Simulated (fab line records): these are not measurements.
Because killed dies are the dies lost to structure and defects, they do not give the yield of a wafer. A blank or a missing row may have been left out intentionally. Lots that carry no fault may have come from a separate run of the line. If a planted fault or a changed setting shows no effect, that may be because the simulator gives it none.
One fault seen from 2 desks	flow berkeley cmos170	each desk has only its own numbers; what lay behind them comes last

== THE METROLOGY DESK ==
What the gauges read for every lot (on any tool): the sampled wafers with a number, averaged. A lot is out of limits, marked OUT, if its mean lies more than 4 standard deviations from the usual mean; the brackets give that distance.
Columns: A = SPACER_TEOS_THK at UCB170_SPACER_THK_MEAS_01, usual 376 nm; B = V2_OVL at UCB170_V2_OVL_MEAS_13, usual 3 nm; C = M3_OVL at UCB170_M3_OVL_MEAS_16, usual 0 nm
lot	first seen here	A	B	C
L522	day 6 20:08	370	1	11
L524	day 7 19:08	376	9	-6
L525	day 8 00:25	380	1	0
L526	day 8 00:51	376	-0	9
L529	day 8 21:51	377	10	-7
L528	day 8 23:00	400 (+5.2) OUT	5	6
L531	day 9 02:14	397 (+4.6) OUT	7	1
L539	day 10 09:41	378	0	3
L536	day 10 11:00	381	8	-3
L537	day 10 11:17	380	-2	1
L540	day 11 10:07	371	10	2
L543	day 11 15:22	375	6	-6
L544	day 11 15:28	373	-6	3
L542	day 11 15:47	376	-1	-4
This desk finds L528, L531 out of limits, with the earliest case on L528 at day 8 23:00 (SPACER_TEOS_THK at UCB170_SPACER_THK_MEAS_01). L522, L524, L525, L526, L529, L539, L536, L537, L540, L543, L544, L542 stayed within limits.

== AT THE TOOL OWNER'S DESK: pecvd-01 ==
The tool's own readings at UCB170_SPACER_CVD_00 (deposits SiO2 from TEOS/O2, target thk 376 nm, time 47 s): means of the sampled wafers that have a number, for each lot that ran on this tool. A lot is out of limits, marked OUT, if its mean lies more than 4 standard deviations from the usual mean; the brackets give that distance.
Columns: A = heater power w at UCB170_SPACER_CVD_00, usual 284 W
lot	first seen here	A
L524	day 7 19:04	298
L526	day 8 00:49	321
L528	day 8 22:56	292
L531	day 9 02:10	317
L544	day 11 15:25	294
This desk's verdict: no lot among the 5 shows anything out of limits.

== BROUGHT TOGETHER ==
On L528, L531, the metrology desk was in a position to raise an alarm at day 8 23:00.
The tool owner's desk saw nothing out of limits.
The tool owner's desk has L528, L531 on record, within its limits.
On pecvd-01, each named lot ran UCB170_SPACER_CVD_00.

== WHAT THE SIMULATOR PUT IN ==
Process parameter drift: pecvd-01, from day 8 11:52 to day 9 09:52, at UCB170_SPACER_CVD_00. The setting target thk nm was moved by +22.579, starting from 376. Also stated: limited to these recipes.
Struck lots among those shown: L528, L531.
Hours from the fault's start to each desk's first reading out of limits: the metrology desk, 11.
